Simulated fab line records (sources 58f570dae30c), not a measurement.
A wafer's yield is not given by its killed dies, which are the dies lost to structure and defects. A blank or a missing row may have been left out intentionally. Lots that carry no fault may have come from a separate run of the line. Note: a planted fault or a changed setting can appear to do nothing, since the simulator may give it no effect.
Problem report, 8D (eight disciplines) form, completed by code -- flow berkeley_cmos170 -- the parts of the form that need people (team, actions taken, sign-off) are left out

1. THE PROBLEM
On 3 wafers of 1 lot, run_length_s at UCB170_M2_METAL_ETCH_18 has a mean of 231.4 s; fault-free wafers read 223.5 s, standard deviation 0.88. Relative to the usual mean, that is a shift of +9.0 standard deviations.
The step: etches Al in Cl2/BCl3, stops on SiO2, target depth 1170 nm, time 195 s.
The first sign was on wafer L549.1 at day 12 00:39, on rie_metal-01. At this step, 39 wafers from 13 lots have a number in the record. By rule, "out" or "out of limits" means more than 4 standard deviations away from the usual mean. The rest of the wafers with a number are treated as sound.

2. WHAT THIS IS AND IS NOT
question,is,is not
which readings at this step,run_length_s,"drypump_motor_current_A, mfc_cl2_sccm, throttle_valve_pct"
which lots,L549,"L535, L536, L540, L543, L544, L548, L550, L554, L555, L556, L557, L558"
which wafers of those lots,all that have a number,-
read on which tools,rie_metal-01,"rie_metal-03, rie_metal-04"
when,from day 12 00:39,"up to then (21 sound wafers); but 15 sound wafers of L554, L555, L556, L557, L558 came after"

3. SUSPECTS, AND WHAT RULES EACH OUT
Counting: any tool at a process step up to the reading is kept as a suspect provided that every lot that is out went through it and no sound lot did after the first of them.
- plasma_asher-04 at UCB170_M1_STRIP_13 (strips in O2): ruled out as a lasting fault. After its first lot that is out, L549 (day 11 16:17), sound lots L557 ran on it.
- rie_metal-01 at UCB170_M2_METAL_ETCH_18 (etches Al in Cl2/BCl3, stops on SiO2, target depth 1170 nm, time 195 s): ruled out as a lasting fault. After its first lot that is out, L549 (day 12 00:39), sound lots L555, L558 ran on it.
Left after counting: nothing in the record.

4. THE CAUSE (what the simulator had put in)
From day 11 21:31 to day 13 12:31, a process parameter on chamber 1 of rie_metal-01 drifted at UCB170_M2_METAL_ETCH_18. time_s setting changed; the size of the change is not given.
Counting ruled it out, wrongly.

5. THE EFFECT CHAIN, in route order
Rows list readings where the struck wafers' mean (over those with a number) sits beyond 3 standard deviations from the usual. Only readings whose record carries a usual standard deviation are examined. hours: median over the lots of the time between each lot's start at the first step of this table that gives one and its start at this step. sigmas: the change, counted in usual standard deviations.
hours,step,reading,usual,on struck wafers,change,sigmas
0,UCB170_M2_METAL_ETCH_18,run_length_s,223.5 s,231.4,+7.9,+9.0
Its process steps:
- UCB170_M2_METAL_ETCH_18: etches Al in Cl2/BCl3, stops on SiO2, target depth 1170 nm, time 195 s.

6. WHAT WOULD HAVE CAUGHT IT SOONER
In this record the first reading out of limits was taken at day 12 00:39, 3 hours after the fault began at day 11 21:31.
